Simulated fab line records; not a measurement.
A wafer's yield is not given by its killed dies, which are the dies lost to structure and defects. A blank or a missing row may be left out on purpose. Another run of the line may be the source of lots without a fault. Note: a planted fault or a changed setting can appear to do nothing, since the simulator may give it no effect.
What tool caused it? ; flow ritCmos ; 45 wafers from 15 lots sampled at 3 of the route's 202 steps

WHAT THE GAUGES READ, wafer by wafer
RIT_NWELL_TW_MEAS_10. Usual: NWELL_TW 2128, standard deviation 25.
lot;measured;on;NWELL_TW;flag
L687;day 1 21:32;filmMetro-01;2085 2093 2095;
L688;day 2 03:56;filmMetro-02;2670 2673 2680;OFF
L689;day 2 11:28;filmMetro-04;2667 2668 2673;OFF
L692;day 3 01:03;filmMetro-02;2146 2153 2162;
L693;day 3 04:51;filmMetro-01;2595 2618 2604;OFF
L698;day 4 07:17;filmMetro-04;2133 2128 2137;
L700;day 4 14:32;filmMetro-01;2099 2099 2100;
L702;day 5 02:29;filmMetro-02;2155 2136 2149;
L703;day 5 07:01;filmMetro-04;2149 2143 2157;
L704;day 5 10:39;filmMetro-02;2145 2150 2149;
L705;day 5 17:04;filmMetro-01;2101 2089 2091;
L707;day 6 02:34;filmMetro-02;2141 2132 2138;
L708;day 6 07:38;filmMetro-02;2136 2137 2139;
L709;day 6 15:26;filmMetro-04;2155 2158 2164;
L710;day 6 18:28;filmMetro-02;2144 2121 2145;

RIT_WELLDRIVE_RS_MEAS_01: measures by four-point-probe. Usual: NWELL_RS 275.5 ohm/sq, standard deviation 0.7.
lot;measured;on;NWELL_RS (ohm/sq);flag
L687;day 2 04:25;filmMetro-01;275.8 275.8 275.9;
L688;day 2 11:16;filmMetro-01;182.5 181.9 182.8;OFF
L689;day 2 19:02;filmMetro-01;182.9 183.2 183.0;OFF
L692;day 3 09:00;filmMetro-04;276.5 275.8 275.7;
L693;day 3 12:50;filmMetro-04;182.6 181.3 182.3;OFF
L698;day 4 14:43;filmMetro-02;275.8 274.8 276.3;
L700;day 4 21:21;filmMetro-01;275.1 275.0 274.8;
L702;day 5 09:11;filmMetro-01;276.1 276.7 277.6;
L703;day 5 14:16;filmMetro-01;274.6 275.9 275.3;
L704;day 5 17:38;filmMetro-02;274.3 274.8 274.2;
L705;day 5 23:56;filmMetro-04;275.8 276.1 276.3;
L707;day 6 10:56;filmMetro-01;276.0 275.9 275.2;
L708;day 6 15:49;filmMetro-01;275.7 276.0 276.1;
L709;day 6 23:04;filmMetro-02;274.8 275.2 274.8;
L710;day 7 01:56;filmMetro-01;275.7 276.5 275.7;

WHAT TOOL EACH LOT RAN ON (gives the tool, then ch and the chambers of the sampled wafers, and finally the start)
lot;RIT_NWELL_IMPLANT_08
L687;implanter-04 ch 0, day 1 21:15
L688;implanter-04 ch 0, day 2 03:19
L689;implanter-02 ch 0, day 2 10:50
L692;implanter-04 ch 0, day 3 00:44
L693;implanter-01 ch 0, day 3 04:13
L698;implanter-01 ch 0, day 4 06:58
L700;implanter-02 ch 0, day 4 14:13
L702;implanter-02 ch 0, day 5 02:10
L703;implanter-04 ch 0, day 5 06:42
L704;implanter-02 ch 0, day 5 10:20
L705;implanter-04 ch 0, day 5 16:45
L707;implanter-04 ch 0, day 6 02:14
L708;implanter-04 ch 0, day 6 07:18
L709;implanter-04 ch 0, day 6 15:07
L710;implanter-01 ch 0, day 6 18:08
- RIT_NWELL_IMPLANT_08

WHAT THE TOOLS THEMSELVES READ (means of the sampled wafers that have a number; where no wafer has one, the mark that the record gives instead)
The record holds no such reading with a usual standard deviation.

THE ANSWER, worked out from the rows above alone
Rule: take the mean of a lot's wafers that have a number; if it is more than 3 standard deviations from the usual mean, the lot is off. Also off: a lot with no number at a reading for which 4 or more lots have one. The other lots that the step has rows for count as sound. After the gauges, taken in route order, come the tools' own readings; for these a lot's mean is taken, as printed above. At the first step where some lot is off, the reading lying furthest off is the one used; lots without a number count as furthest.
Off: L688, L689, L693, seen at RIT_NWELL_TW_MEAS_10 (NWELL_TW).
A tool fits if, at a process step before that reading, it ran every lot that is off, and no sound lot after the first of them. Those tools and the gauges at RIT_NWELL_TW_MEAS_10 are tried in the same way. Of those tried, none fits.

WHAT THE SIMULATOR HAD INSERTED
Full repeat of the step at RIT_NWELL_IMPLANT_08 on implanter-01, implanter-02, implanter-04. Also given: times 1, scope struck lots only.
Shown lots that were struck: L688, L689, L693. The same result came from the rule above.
